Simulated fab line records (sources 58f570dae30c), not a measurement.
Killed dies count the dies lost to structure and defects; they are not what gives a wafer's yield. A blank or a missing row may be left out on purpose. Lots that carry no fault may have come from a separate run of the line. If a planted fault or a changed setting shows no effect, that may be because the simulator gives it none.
2 desks, one fault -- flow berkeley cmos170 -- numbers are kept per desk, each desk with only its own; the story behind them comes last

## AT THE METROLOGY DESK
What the gauges read for every lot (on any tool): the sampled wafers with a number, averaged. Any lot whose mean is over 4 standard deviations away from the usual mean is out of limits and marked OUT; that distance is given in the brackets. Only the readings that lie furthest out on some lot appear, 7 of the 12 it has.
Columns: A = PSD_RS at UCB170_SDANNEAL_RS_MEAS_02, usual 75.6 ohm/sq; B = NSD_RS at UCB170_SDANNEAL_RS_MEAS_03, usual 37.26 ohm/sq; C = NLDD_RS at UCB170_SDANNEAL_RS_MEAS_05, usual 616.0 ohm/sq; D = SILICIDE_TI_RS at UCB170_SILICIDE_RS_MEAS_02, usual 26.2 ohm/sq; E = CONTACT_PSG_THK at UCB170_CONTACT_THK_MEAS_02, usual 695 nm; F = CONTACT_OVL at UCB170_CONTACT_OVL_MEAS_16, usual 2 nm; G = M1_AL_RS at UCB170_M1_RS_MEAS_01, usual 0.0484 ohm/sq
lot,first seen here,A,B,C,D,E,F,G
L719,day 7 15:19,76.0,37.22,615.4,26.2,695,-4,0.0479
L717,day 7 19:47,76.0,37.32,614.8,25.8,686,-0,0.0484
L727,day 9 09:14,75.1,37.20,614.3,26.0,691,-3,0.0485
L731,day 9 21:22,75.9,37.20,615.5,25.9,691,-0,0.0491
L736,day 11 00:44,75.6,37.10,614.4,26.2,700,12,0.0481
This desk found nothing out of limits on any of the 5 lots.

## FOR THE TOOL OWNER'S DESK: rtp anneal-01
The tool's own readings at UCB170_SILICIDE_RTA_04 (time 15 s): means of the sampled wafers that have a number, for each lot that ran on this tool. Any lot whose mean is over 4 standard deviations away from the usual mean is out of limits and marked OUT; that distance is given in the brackets.
Columns: A = lamp power pct at UCB170_SILICIDE_RTA_04, usual 11.4 %; B = wafer_temp_C_max at UCB170_SILICIDE_RTA_04, usual 653.7
lot,first seen here,A,B
L719,day 7 16:04,13.4,652.2
L727,day 9 09:59,13.4,653.2
This desk found nothing out of limits on any of the 2 lots.

## PUT TOGETHER
At the metrology desk, nothing out of limits was observed.
The desk of the tool owner found nothing out of limits.

## WHAT THE SIMULATOR HAD PUT IN
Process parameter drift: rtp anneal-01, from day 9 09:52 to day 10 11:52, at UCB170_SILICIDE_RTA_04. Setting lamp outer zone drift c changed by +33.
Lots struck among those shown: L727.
